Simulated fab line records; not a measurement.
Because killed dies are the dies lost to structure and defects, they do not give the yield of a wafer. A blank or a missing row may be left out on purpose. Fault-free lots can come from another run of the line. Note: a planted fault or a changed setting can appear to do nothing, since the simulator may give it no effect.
A struck lot beside a sound one | flow ritCmos | 28 out of 202 route steps
Sound: the wafers L828.2, L828.3, L828.6. Struck: wafers L826.1, L826.2, L826.3. The cause is named last.
Per side, at each step with rows, come the tool, then ch with its chambers, and then its first start. Under that, the readings that differ: sound wafers | struck wafers | difference of the means | sigmas: that difference in standard deviations of wafers without a fault.
alike: same words and numbers on both sides, and readings whose means sit less than 2 such deviations apart. not compared: any withheld reading, any reading some wafer has no value for, any bound like >300 that may hide the same value, and any number with overlapping values for which the record gives no deviation.
The two part at a step that has a row with sigmas, a row that says differs or no value, or rows on one side only. Numbers that have no deviation but don't overlap get no sigmas and don't part them. A reading missing from all wafers of one side parts the sides only when that side holds two or more wafers.

RIT_ACTIVE_BOW_MEAS_00:
  struck on filmMetro-02, day 3 12:00; sound on filmMetro-03, day 3 22:01
  alike: INCOMING_BOW
RIT_ACTIVE_OXIDATION_01: target thk 46.8 nm, ox time 3360 s.
  sound on furnace-03 ch 0, day 3 22:07; struck on furnace-01 ch 0, day 3 12:23
reading                                      | sound             | struck            | difference | sigmas
zonePowerCentrePct (%)                       | 51.4 51.6 50.9    | 45.3 44.7 45.3    | -6.2       | -2
model.SiO2_of_ACTIVE_OXIDATION_01.thkNm (nm) | 43.74 43.68 43.61 | 58.61 58.28 58.15 | +14.67     | 
RIT_ACTIVE_THK_MEAS_02:
  struck on filmMetro-04, day 3 14:19; sound on filmMetro-03, day 4 00:04
reading               | sound          | struck         | difference | sigmas
ACTIVE_OXIDE_THK (nm) | 43.7 43.7 43.6 | 58.6 58.3 58.2 | +14.7      | +16
then, 1 step without rows for these wafers: RIT_ACTIVE_CVD_03 (deposits Si3N4 from SiH2Cl2/NH3, target thk 150 nm, time 1500 s).
RIT_ACTIVE_THK_MEAS_04:
  struck on filmMetro-02, day 3 15:47; sound on filmMetro-02, day 4 01:32
  alike: ACTIVE_NITRIDE_THK
then, 6 steps without rows for these wafers: RIT_ACTIVE_HMDS_05 (prime time 60 s); RIT_ACTIVE_COAT_06 (resist thk 1000 nm); RIT_ACTIVE_SOFTBAKE_07 (time 60 s); RIT_ACTIVE_EXPOSE_08 (exposes mask M1, target cd 1400 nm); RIT_ACTIVE_PEB_09; RIT_ACTIVE_DEVELOP_10 (develop time 50 s).
RIT_ACTIVE_CD_MEAS_11: the cd target is 1400 nm.
  struck on cdSem-02, day 3 17:01; sound on cdSem-02, day 4 02:39
  alike: cdNm
then, 1 step without rows for these wafers: RIT_ACTIVE_HARDBAKE_12 (time 60 s).
RIT_ACTIVE_ETCH_13: etches Si3N4 in SF6, stops on SiO2, time 210 s, target depth 210 nm.
  sound on rieDiel-01 ch 0,1, day 4 03:11; struck on rieDiel-03 ch 1,2,3, day 3 17:17
  alike: chamberPressureMTorr, drypumpMotorCurrentA, oesProductAu, throttleValvePct
  not compared: rfHoursCounterH
RIT_ACTIVE_STRIP_14: strips in O2, time 180 s.
  sound on plasmaAsher-02 ch 0,1, day 4 03:19; struck on plasmaAsher-01 ch 0,1, day 3 17:25
  alike: chamberPressureMTorr, drypumpMotorCurrentA, rfReflPowerW
  not compared: rfHoursCounterH
RIT_ACTIVE_CD_MEAS_90: the cd target is 1400 nm.
  struck on cdSem-02, day 3 17:36; sound on cdSem-01, day 4 03:31
  alike: cdNm
then, 4 steps without rows for these wafers: RIT_ACTIVE_CLEAN_15 (cleans in SC1, time 600 s); RIT_ACTIVE_CLEAN_16 (cleans in dHF, time 30 s); RIT_ACTIVE_CLEAN_17 (cleans in SC2, time 600 s); RIT_FOX1_OXIDATION_00 (target thk 350.7 nm, ox time 1130 s).
RIT_FOX1_THK_MEAS_01:
  struck on filmMetro-04, day 3 20:43; sound on filmMetro-01, day 4 06:28
reading             | sound       | struck      | difference | sigmas
FOX1_OXIDE_THK (nm) | 349 343 342 | 363 363 359 | +17        | +3
then, 2 steps without rows for these wafers: RIT_FOX1_WET_ETCH_02 (etches SiO2 in BOE, target depth 350 nm, time 390 s); RIT_FOX2_OXIDATION_00 (target thk 350.7 nm, ox time 1130 s).
RIT_FOX2_THK_MEAS_01:
  struck on filmMetro-01, day 3 22:13; sound on filmMetro-01, day 4 08:38
  alike: FOX2_OXIDE_THK
then, 1 step without rows for these wafers: RIT_FOX2_CLEAN_02 (cleans in dHF, time 180 s).
RIT_FOX2_WET_ETCH_03: etches Si3N4 in H3PO4, target depth 195 nm, time 2700 s.
  sound on wetBench-01 ch 1, day 4 08:45; struck on wetBench-01 ch 2, day 3 22:20
reading                                      | sound             | struck            | difference | sigmas
model.SiO2_of_ACTIVE_OXIDATION_01.thkNm (nm) | 38.54 38.75 38.39 | 52.11 51.83 51.59 | +13.28     | 
RIT_FOX2_THK_MEAS_90:
  struck on filmMetro-02, day 3 23:10; sound on filmMetro-01, day 4 09:31
  alike: FIELD_OXIDE_LEFT_1_THK
RIT_M1_PROBE_99:
  struck on prober-01, day 5 17:40; sound on prober-01, day 6 01:44
reading                           | sound             | struck            | difference | sigmas
model.etest.nldd.widthNm (nm)     | 3219 3208 3215    | 3025 3044 3037    | -179       | 
model.etest.pldd.widthNm (nm)     | 3207 3213 3222    | 3020 3048 3029    | -182       | 
model.etest.pplusSal.widthNm (nm) | 3471 3448 3463    | 3352 3368 3395    | -89        | 
model.etest.nplusSal.widthNm (nm) | 3459 3454 3484    | 3361 3380 3383    | -91        | 
model.etest.nmos_0p3.rOnOhmUm     | 2173 2115 2093    | 2262 2278 2313    | +157       | 
model.etest.nmosNarrow.driveUaUm  | 234.1 236.1 241.2 | 174.1 176.5 179.1 | -60.6      | 
model.etest.pmosNarrow.driveUaUm  | 106.6 108.9 113.4 | 83.99 85.15 84.28 | -25.16     | 
model.etest.nmos_0p3.driveUaUm    | 226.9 229.4 235   | 201.3 202.9 202.4 | -28.2      | 
  alike: killedAtContacts, killedAtFrontEnd, killedDies, killedOpen, killedShort

== WHERE THEY PART ==
First at RIT_ACTIVE_OXIDATION_01; last, within this record, at RIT_FOX1_THK_MEAS_01. Later steps at which nothing parts them and some readings are alike: RIT_FOX2_THK_MEAS_01, RIT_FOX2_THK_MEAS_90, RIT_M1_PROBE_99.

WHY: what had been put in by the simulator
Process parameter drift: furnace-01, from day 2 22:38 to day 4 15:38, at RIT_ACTIVE_OXIDATION_01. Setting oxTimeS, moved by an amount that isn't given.
